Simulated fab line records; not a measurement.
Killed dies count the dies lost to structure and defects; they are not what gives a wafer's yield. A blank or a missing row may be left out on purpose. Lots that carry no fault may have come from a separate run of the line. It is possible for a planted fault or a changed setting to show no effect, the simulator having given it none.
fab line records	flow rit_cmos
record lots=6	wafers=18	last_day=7
route steps=202 shown NWELL@28 PWELL@39 M1@202
lots with no fault: from the same line, run without faults
start_h: hours from the record's opening day to when the first of the lot's shown wafers began	wait_h: hours since the lot's step before	" as in the row above	L1.1+2: one row covering several wafers at once	- no value, or no start was given	* or withheld: withheld	< > ~ a bound
route shown NAME@n: names a module that has steps shown in the file, with the first one's number in the route	usual: average and standard deviation across the fault-free wafers	same: alike in all rows	chamber/n: place in a boat	sites: per-site readings	_std_site: how widely they spread, as a standard deviation	_edge_site: the outer-site mean with the inner-site mean subtracted	radius_mm: how far each site lies from the wafer's centre	mask NAME#n: copy n	behind: tool/chamber where the wafer was last shaped	hold: why the lot was held/for how many hours/how that ended	device: the n, p or np transistor that did not switch	end of line: the route-end tests of the same wafers	step lacking rows: just its recipe	killed: dies lost to structure and defects at the first sort, not the wafer's yield	map: dies across one wafer; x = killed, . = not, _ = none there
set.NAME: the setting the step ran with; set.NAME@STEP: the setting that earlier step ran with	model.NAME: the simulator's own value behind a step, which no gauge read
lots at selected steps of the route; one table per step, one row per wafer
services: when a tool's chamber went out of use (start_h, in hours from the record's first day, below 0 if earlier), for how many hours, and the reason
## steps
# step RIT_NWELL_HMDS_00
# recipe prime_time_s=60	prime_temp_c=140
# step RIT_NWELL_COAT_01
# recipe resist=NOVOLAK	spin_rpm=2000	resist_thk_nm=1300
# step RIT_NWELL_SOFTBAKE_02
# recipe resist=NOVOLAK	temp_c=90	time_s=60
# step RIT_NWELL_EXPOSE_03
# recipe mask_id=M2	na=0.57	target_cd_nm=43900	dose_mj=250
# step RIT_NWELL_PEB_04
# recipe resist=NOVOLAK	temp_c=withheld	time_s=withheld
# step RIT_NWELL_DEVELOP_05
# recipe resist=NOVOLAK	develop_time_s=68	dev_temp_c=23
# step RIT_NWELL_OVL_MEAS_06
# usual NWELL_OVL=0.5/1.2
lot.wafer	tool	chamber	start_h	wait_h	NWELL_OVL[nm]
L554.1	overlay-01	-	31.81	-	1.0
L554.2	"	-	"	"	1.5
L554.4	"	-	"	"	-0.4
L557.3	overlay-01	-	47.47	-	-1.8
L557.5	"	-	"	"	0.0
L557.6	"	-	"	"	0.5
L558.1	overlay-01	-	52.60	-	0.1
L558.2	"	-	"	"	1.2
L558.4	"	-	"	"	1.8
L565.1	overlay-01	-	87.86	-	-0.1
L565.4	"	-	"	"	-0.2
L565.5	"	-	"	"	1.8
L571.3	overlay-01	-	117.04	-	0.0
L571.4	"	-	"	"	-0.1
L571.5	"	-	"	"	-0.3
L574.2	overlay-01	-	132.57	-	-1.1
L574.4	"	-	"	"	-0.1
L574.5	"	-	"	"	-3.0
# step RIT_NWELL_HARDBAKE_07
# recipe resist=NOVOLAK	temp_c=140	time_s=120
# step RIT_NWELL_IMPLANT_08
# recipe species=P	energy_kev=170	dose_cm2=5e+13	tilt_deg=7
# step RIT_NWELL_STRIP_09
# recipe chemistry=O2	time_s=180	resist=NOVOLAK	platen_temp_c=withheld	power_w=500	pressure_mtorr=4000	o2_flow_sccm=4000
# usual drypump_motor_current_A=5.3/0.63
lot.wafer	tool	chamber	start_h	wait_h	drypump_motor_current_A	rf_hours_counter_h
L554.1	plasma_asher-04	0	32.39	0.1	4.8	45
L554.2	"	1	"	"	5.2	45
L554.4	"	0	"	"	4.8	-
L557.3	plasma_asher-04	0	47.95	0.1	4.8	-
L557.5	"	1	"	"	5.2	-
L557.6	"	0	"	"	4.8	-
L558.1	plasma_asher-02	0	53.03	0.1	6.5	22
L558.2	"	1	"	"	4.9	22
L558.4	"	0	"	"	6.5	-
L565.1	plasma_asher-02	1	88.29	0.1	4.9	26
L565.4	"	0	"	"	6.5	-
L565.5	"	1	"	"	4.9	-
L571.3	plasma_asher-02	1	117.52	0.1	5.0	-
L571.4	"	0	"	"	6.4	-
L571.5	"	1	"	"	5.0	-
L574.2	plasma_asher-01	1	133.00	0.1	4.7	2
L574.4	"	0	"	"	5.3	-
L574.5	"	1	"	"	4.7	-
# step RIT_NWELL_TW_MEAS_10
# usual NWELL_TW=2122/16
lot.wafer	tool	chamber	start_h	wait_h	NWELL_TW
L554.1	film_metro-02	-	32.57	0.1	2142
L554.2	"	-	"	"	2132
L554.4	"	-	"	"	2122
L557.3	film_metro-01	-	48.49	0.5	2142
L557.5	"	-	"	"	2133
L557.6	"	-	"	"	2142
L558.1	film_metro-04	-	53.21	0.1	2099
L558.2	"	-	"	"	2111
L558.4	"	-	"	"	2102
L565.1	film_metro-04	-	88.47	0.1	2117
L565.4	"	-	"	"	2127
L565.5	"	-	"	"	2114
L571.3	film_metro-04	-	117.66	0.1	2104
L571.4	"	-	"	"	2093
L571.5	"	-	"	"	2097
L574.2	film_metro-04	-	133.18	0.1	2102
L574.4	"	-	"	"	2101
L574.5	"	-	"	"	2099
# step RIT_PWELL_HMDS_00
# recipe prime_time_s=60	prime_temp_c=140
# step RIT_PWELL_COAT_01
# recipe resist=NOVOLAK	spin_rpm=2000	resist_thk_nm=1300
# usual chill_plate_temp_C=22.97/0.1	dispense_pressure_kPa=52.0/1.6
lot.wafer	tool	chamber	start_h	wait_h	chill_plate_temp_C	dispense_pressure_kPa
L554.1	litho_track-03	0	32.81	0.1	22.98	52.2
L554.2	"	0	"	"	22.94	52.2
L554.4	"	0	"	"	22.92	52.2
L557.3	litho_track-01	-	48.73	0.1	-	-
L557.5	"	-	"	"	-	-
L557.6	"	-	"	"	-	-
L558.1	litho_track-04	-	53.51	0.1	-	-
L558.2	"	-	"	"	-	-
L558.4	"	-	"	"	-	-
L565.1	litho_track-03	0	88.68	0.1	22.98	52.2
L565.4	"	0	"	"	22.95	52.2
L565.5	"	0	"	"	22.87	52.2
L571.3	litho_track-01	0	117.90	0.1	22.92	49.4
L571.4	"	0	"	"	22.82	49.4
L571.5	"	0	"	"	22.94	49.4
L574.2	litho_track-04	0	133.48	0.1	22.91	53.3
L574.4	"	0	"	"	22.84	53.3
L574.5	"	0	"	"	22.83	53.3
# step RIT_PWELL_SOFTBAKE_02
# recipe resist=NOVOLAK	temp_c=90	time_s=60
# step RIT_PWELL_EXPOSE_03
# recipe mask_id=M3	na=0.57	target_cd_nm=43700	dose_mj=250
# step RIT_PWELL_PEB_04
# recipe resist=NOVOLAK	temp_c=withheld	time_s=withheld
# step RIT_PWELL_DEVELOP_05
# recipe resist=NOVOLAK	develop_time_s=68	dev_temp_c=23
# step RIT_PWELL_OVL_MEAS_06
# usual PWELL_OVL=1.3/1.3
lot.wafer	tool	chamber	start_h	wait_h	PWELL_OVL[nm]
L554.1	overlay-01	-	33.66	-	2.5
L554.2	"	-	"	"	2.3
L554.4	"	-	"	"	1.4
L557.3	overlay-01	-	49.42	-	-
L557.5	"	-	"	"	-
L557.6	"	-	"	"	-
L558.1	overlay-01	-	54.37	-	-
L558.2	"	-	"	"	-
L558.4	"	-	"	"	-
L565.1	overlay-01	-	89.41	-	1.5
L565.4	"	-	"	"	1.7
L565.5	"	-	"	"	1.7
L571.3	overlay-01	-	118.59	-	-0.7
L571.4	"	-	"	"	0.7
L571.5	"	-	"	"	-1.1
L574.2	overlay-01	-	134.19	-	-0.5
L574.4	"	-	"	"	-1.0
L574.5	"	-	"	"	1.1
# step RIT_PWELL_HARDBAKE_07
# recipe resist=NOVOLAK	temp_c=140	time_s=120
# step RIT_M1_PROBE_99
# usual killed_at_front_end=6.6/3	killed_dies=6.6/3	killed_on_rim=1.8/1.4	killed_open=3.4/2	killed_short=3.2/2
# same gross_dies=264	killed_at_M0_to_M3=0	killed_at_M4_up=0	killed_at_back_side=0	killed_at_contacts=0	killed_at_other=0
lot.wafer	tool	chamber	start_h	wait_h	killed_at_front_end	killed_dies	killed_on_rim	killed_open	killed_short
L557.3	prober-02	-	88.14	0.2	264	264	70	2	3
L557.5	prober-02	-	88.24	0.2	264	264	70	2	3
L557.6	prober-02	-	88.29	0.2	264	264	70	4	0
L558.1	prober-01	-	94.37	0.1	264	264	70	2	2
L558.2	prober-01	-	94.42	0.1	264	264	70	2	4
L558.4	prober-01	-	94.52	0.2	264	264	70	2	3
# killed by level:class
L557.3 PWELL:area_expose=259 GATE:geometric_particle:open=1 GATE:geometric_particle:short=1 REOX:geometric_particle:short=1 SPACER:geometric_particle:short=1 SPACER:geometric_particle:open=1
L557.5 PWELL:area_expose=259 GATE:geometric_particle:short=3 FOX1:geometric_particle:open=1 FOX2:geometric_particle:open=1
L557.6 PWELL:area_expose=260 FOX1:geometric_particle:open=1 GATE:geometric_particle:open=1 REOX:geometric_particle:open=1 SILICIDE:geometric_particle:open=1
L558.1 PWELL:area_expose=260 FOX1:geometric_particle:short=1 GATE:geometric_particle:short=1 SPACER:geometric_particle:open=1 SILICIDE:geometric_particle:open=1
L558.2 PWELL:area_expose=258 ACTIVE:geometric_particle:short=1 FOX2:geometric_particle:open=1 GATE:geometric_particle:short=1 REOX:geometric_particle:short=1 SPACER:geometric_particle:open=1 SILICIDE:geometric_particle:short=1
L558.4 PWELL:area_expose=259 FOX2:geometric_particle:short=1 GATE:geometric_particle:short=1 GATE:geometric_particle:open=1 REOX:geometric_particle:short=1 SILICIDE:geometric_particle:open=1
# map L557.3 (x killed, . not)
________xxxxxxx_______
_____xxxxxxxxxxxxx____
____xxxxxxxxxxxxxxx___
___xxxxxxxxxxxxxxxxx__
__xxxxxxxxxxxxxxxxxxx_
__xxxxxxxxxxxxxxxxxxx_
_xxxxxxxxxxxxxxxxxxxxx
_xxxxxxxxxxxxxxxxxxxxx
_xxxxxxxxxxxxxxxxxxxxx
_xxxxxxxxxxxxxxxxxxxxx
__xxxxxxxxxxxxxxxxxxx_
__xxxxxxxxxxxxxxxxxxx_
___xxxxxxxxxxxxxxxxx__
____xxxxxxxxxxxxxxx___
_____xxxxxxxxxxxxx____
________xxxxxxx_______
# map L558.1 (x killed, . not)
________xxxxxxx_______
_____xxxxxxxxxxxxx____
____xxxxxxxxxxxxxxx___
___xxxxxxxxxxxxxxxxx__
__xxxxxxxxxxxxxxxxxxx_
__xxxxxxxxxxxxxxxxxxx_
_xxxxxxxxxxxxxxxxxxxxx
_xxxxxxxxxxxxxxxxxxxxx
_xxxxxxxxxxxxxxxxxxxxx
_xxxxxxxxxxxxxxxxxxxxx
__xxxxxxxxxxxxxxxxxxx_
__xxxxxxxxxxxxxxxxxxx_
___xxxxxxxxxxxxxxxxx__
____xxxxxxxxxxxxxxx___
_____xxxxxxxxxxxxx____
________xxxxxxx_______
## services
tool	chamber	start_h	hours	kind
plasma_asher-01	-	38.42	0.3	repair
plasma_asher-01	-	108.75	9.0	pm
plasma_asher-01	0	108.75	9.0	vent_cycle
plasma_asher-01	1	108.75	9.0	vent_cycle
plasma_asher-01	0	117.75	-	clean
plasma_asher-01	1	117.75	-	clean
## key
first_sign step=RIT_PWELL_COAT_01	reading=tool_record	direction=missing
effect step=RIT_PWELL_OVL_MEAS_06	reading=PWELL_OVL	direction=missing
effect step=RIT_M1_PROBE_99	reading=killed_at_front_end	direction=up	sigmas=87	usual=6.6	struck=264
more_kills_born_at RIT_PWELL_EXPOSE_03@iline_stepper-01=778	RIT_PWELL_EXPOSE_03@iline_stepper-02=777
met_at RIT_PWELL_COAT_01
struck_wafers L557.3,L557.5,L557.6,L558.1,L558.2,L558.4
tester_left_out L557,L558
fault kind=skipped_step_whole	tool=litho_track-01,litho_track-04	chamber=-	onset_h=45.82	steps=RIT_PWELL_COAT_01	scope=struck_lots_only
# tester_left_out: of these lots the tester's yield and bins aren't shown, on N5 and GAA mostly nor the transistor test; their killed dies are dies lost to structure and defects alone, not to doping, threshold or leakage, so they don't give the yield
